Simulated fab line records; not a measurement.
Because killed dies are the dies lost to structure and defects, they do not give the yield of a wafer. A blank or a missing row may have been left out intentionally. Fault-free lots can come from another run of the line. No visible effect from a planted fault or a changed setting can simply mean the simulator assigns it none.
fab line records + flow ritCmos
[record]
- lots = 14
- wafers = 42
- lastDay = 8
route steps=202 shown PSD@142 M1@202
lots that met no fault: from a run of the same line without faults
startH: the number of hours between the record's first day and the start of the first shown wafer of the lot + waitH: how many hours have passed since the lot's step before this one + " repeats the value in the row above + L1.1+2: several wafers, shown together as one row + - no value, or no start was given + * or withheld: withheld + < > ~ a bound
route shown NAME@n: names a module that has steps shown in the file, with the first one's number in the route + usual: the fault-free wafers' mean and standard deviation + same: alike in all rows + chamber/n: place in a boat + sites: each site's reading + _std_site: the values' standard deviation + _edge_site: mean of outer sites minus mean of inner sites + radiusMm: for every site, how far away it sits from the centre of the wafer + mask NAME#n: copy n + behind: tool/chamber where the wafer was last shaped + hold: reason for holding the lot/hours on hold/outcome of the hold + device: the transistor (n, p or np) that didn't switch + end of line: tests run on the same wafers once the route is complete + step lacking rows: just its recipe + killed: at the first sort, the dies lost to defects and structure; wafer yield is something else + map: dies across one wafer; x = killed, . = not, _ = none there
set.NAME: the run value of the setting; set.NAME@STEP: its run value at that earlier step + model.NAME: the simulator's own value behind a step, which no gauge read
route steps across a sampled set of lots; one table per step, one row per wafer
[[steps]]
[step RIT_PSD_HMDS_00]
[recipe]
- primeTimeS = 60
- primeTempC = 140
[usual]
- primeTempC = 140.01/0.14
- resistLineTempC = 23.01/0.095
| lot.wafer | tool          | chamber | startH | waitH | primeTempC | resistLineTempC |
|-----------|---------------|---------|--------|-------|------------|-----------------|
| L965.3    | lithoTrack-01 | 0       | 60.10  | 0.1   | 139.98     | 23.22           |
| L965.5    | "             | 0       | "      | "     | 140.14     | 23.03           |
| L965.6    | "             | 0       | "      | "     | 139.98     | 23.09           |
| L966.1    | lithoTrack-04 | 0       | 66.60  | 0.1   | 140.00     | 23.03           |
| L966.2    | "             | 0       | "      | "     | 140.11     | 23.06           |
| L966.5    | "             | 0       | "      | "     | 140.23     | 22.77           |
| L967.1    | lithoTrack-04 | 0       | 71.74  | 0.1   | 140.07     | 22.91           |
| L967.4    | "             | 0       | "      | "     | 139.88     | 23.09           |
| L967.5    | "             | 0       | "      | "     | 139.83     | 23.17           |
| L968.2    | lithoTrack-01 | 0       | 75.02  | 0.1   | 139.99     | 23.05           |
| L968.3    | "             | 0       | "      | "     | 139.92     | 22.88           |
| L968.5    | "             | 0       | "      | "     | 140.11     | 22.95           |
| L970.1    | lithoTrack-02 | 0       | 83.31  | 0.1   | 140.00     | 23.07           |
| L970.3    | "             | 0       | "      | "     | 140.22     | 22.91           |
| L970.5    | "             | 0       | "      | "     | 139.92     | 22.99           |
| L972.1    | lithoTrack-04 | 0       | 92.08  | 0.1   | 139.94     | 23.11           |
| L972.3    | "             | 0       | "      | "     | 140.12     | 23.11           |
| L972.6    | "             | 0       | "      | "     | 139.75     | 23.32           |
| L974.2    | lithoTrack-04 | 0       | 104.00 | 0.1   | 143.26     | 22.98           |
| L974.4    | "             | 0       | "      | "     | 143.32     | 23.01           |
| L974.6    | "             | 0       | "      | "     | 143.23     | 22.99           |
| L976.1    | lithoTrack-01 | 0       | 112.00 | 0.1   | 139.91     | 23.02           |
| L976.3    | "             | 0       | "      | "     | 140.18     | 23.02           |
| L976.6    | "             | 0       | "      | "     | 140.17     | 23.10           |
| L978.2    | lithoTrack-04 | 0       | 119.33 | 0.1   | 143.25     | 22.98           |
| L978.4    | "             | 0       | "      | "     | 143.35     | 22.97           |
| L978.5    | "             | 0       | "      | "     | 143.43     | 22.98           |
| L984.1    | lithoTrack-02 | 0       | 151.75 | 0.1   | 140.33     | 23.01           |
| L984.2    | "             | 0       | "      | "     | 139.90     | 23.06           |
| L984.3    | "             | 0       | "      | "     | 139.95     | 22.97           |
| L985.2    | lithoTrack-02 | 0       | 156.57 | 0.1   | 140.15     | 23.05           |
| L985.3    | "             | 0       | "      | "     | 140.14     | 22.92           |
| L985.5    | "             | 0       | "      | "     | 140.15     | 23.05           |
| L986.2    | lithoTrack-01 | 0       | 160.60 | 0.2   | 140.19     | 23.05           |
| L986.5    | "             | 0       | "      | "     | 140.01     | 23.10           |
| L986.6    | "             | 0       | "      | "     | 139.99     | 23.00           |
| L987.3    | lithoTrack-02 | 0       | 165.64 | 0.1   | 139.92     | 22.89           |
| L987.4    | "             | 0       | "      | "     | 139.95     | 22.92           |
| L987.5    | "             | 0       | "      | "     | 139.96     | 22.87           |
| L988.1    | lithoTrack-01 | 0       | 172.08 | 0.1   | 140.07     | 22.83           |
| L988.2    | "             | 0       | "      | "     | 140.00     | 23.10           |
| L988.3    | "             | 0       | "      | "     | 140.16     | 23.01           |
[step RIT_M1_PROBE_99]
[usual]
- killed_at_M0_to_M3 = 0.0/0.14
- killedAtContacts = 0.1/0.27
- killedAtFrontEnd = 6.5/2.8
- killedDies = 6.6/2.8
- killedOpen = 3.5/2
- killedShort = 3.2/1.8
[same]
- grossDies = 264
- killed_at_M4_up = 0
- killedAtBackSide = 0
- killedAtOther = 0
| lot.wafer | tool      | chamber | startH | waitH | killed_at_M0_to_M3 | killedAtContacts | killedAtFrontEnd | killedDies | killedOpen | killedShort |
|-----------|-----------|---------|--------|-------|--------------------|------------------|------------------|------------|------------|-------------|
| L976.1    | prober-01 | -       | 121.10 | 0.1   | 0                  | 0                | 6                | 6          | 5          | 1           |
| L976.3    | prober-01 | -       | 121.20 | 0.2   | 0                  | 0                | 5                | 5          | 0          | 5           |
| L976.6    | prober-01 | -       | 121.35 | 0.2   | 0                  | 0                | 4                | 4          | 1          | 3           |
| L987.3    | prober-01 | -       | 174.83 | 0.2   | 0                  | 0                | 5                | 5          | 3          | 2           |
| L987.4    | prober-01 | -       | 174.88 | 0.2   | 0                  | 0                | 9                | 9          | 6          | 3           |
| L987.5    | prober-01 | -       | 174.93 | 0.2   | 0                  | 0                | 10               | 10         | 3          | 7           |
// killed by level:class
L976.1 SILICIDE:geometricParticle:open=2 FOX1:geometricParticle:open=1 FOX2:geometricParticle:short=1 GATE:geometricParticle:open=1 REOX:geometricParticle:open=1
L976.3 GATE:geometricParticle:short=3 SPACER:geometricParticle:short=2
L976.6 GATE:geometricParticle:open=1 REOX:geometricParticle:short=1 SPACER:geometricParticle:short=1 SILICIDE:geometricParticle:short=1
L987.3 GATE:geometricParticle:open=3 FOX2:geometricParticle:short=1 REOX:geometricParticle:short=1
L987.4 GATE:geometricParticle:open=3 FOX2:geometricParticle:open=2 FOX1:geometricParticle:short=1 FOX2:geometricParticle:short=1 GATE:geometricParticle:short=1 SILICIDE:geometricParticle:open=1
L987.5 GATE:geometricParticle:short=5 GATE:geometricParticle:open=2 FOX1:geometricParticle:short=1 FOX1:geometricParticle:open=1 FOX2:geometricParticle:short=1
[[key]]
[firstSign]
- step = RIT_PSD_HMDS_00
- reading = primeTempC
- direction = up
- sigmas = 23
- usual = *
- struck = *
effect none on later readings
metAt RIT_PSD_HMDS_00
struckLots L974,L978
testerLeftOut L974,L978
onsetBetween 92.08 104.00
[fault]
- kind = processParameterDrift
- tool = lithoTrack-04
- chamber = -
- onsetH = 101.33
- steps = RIT_PSD_HMDS_00
- channel = primeTempC
- offset = *
- shape = step
- endH = 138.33
- actsIn = *
- stated = *
// testerLeftOut: of these lots the tester's yield and bins aren't shown, on N5 and GAA mostly nor the transistor test; their killed dies are dies lost to structure and defects alone, not to doping, threshold or leakage, so they don't give the yield
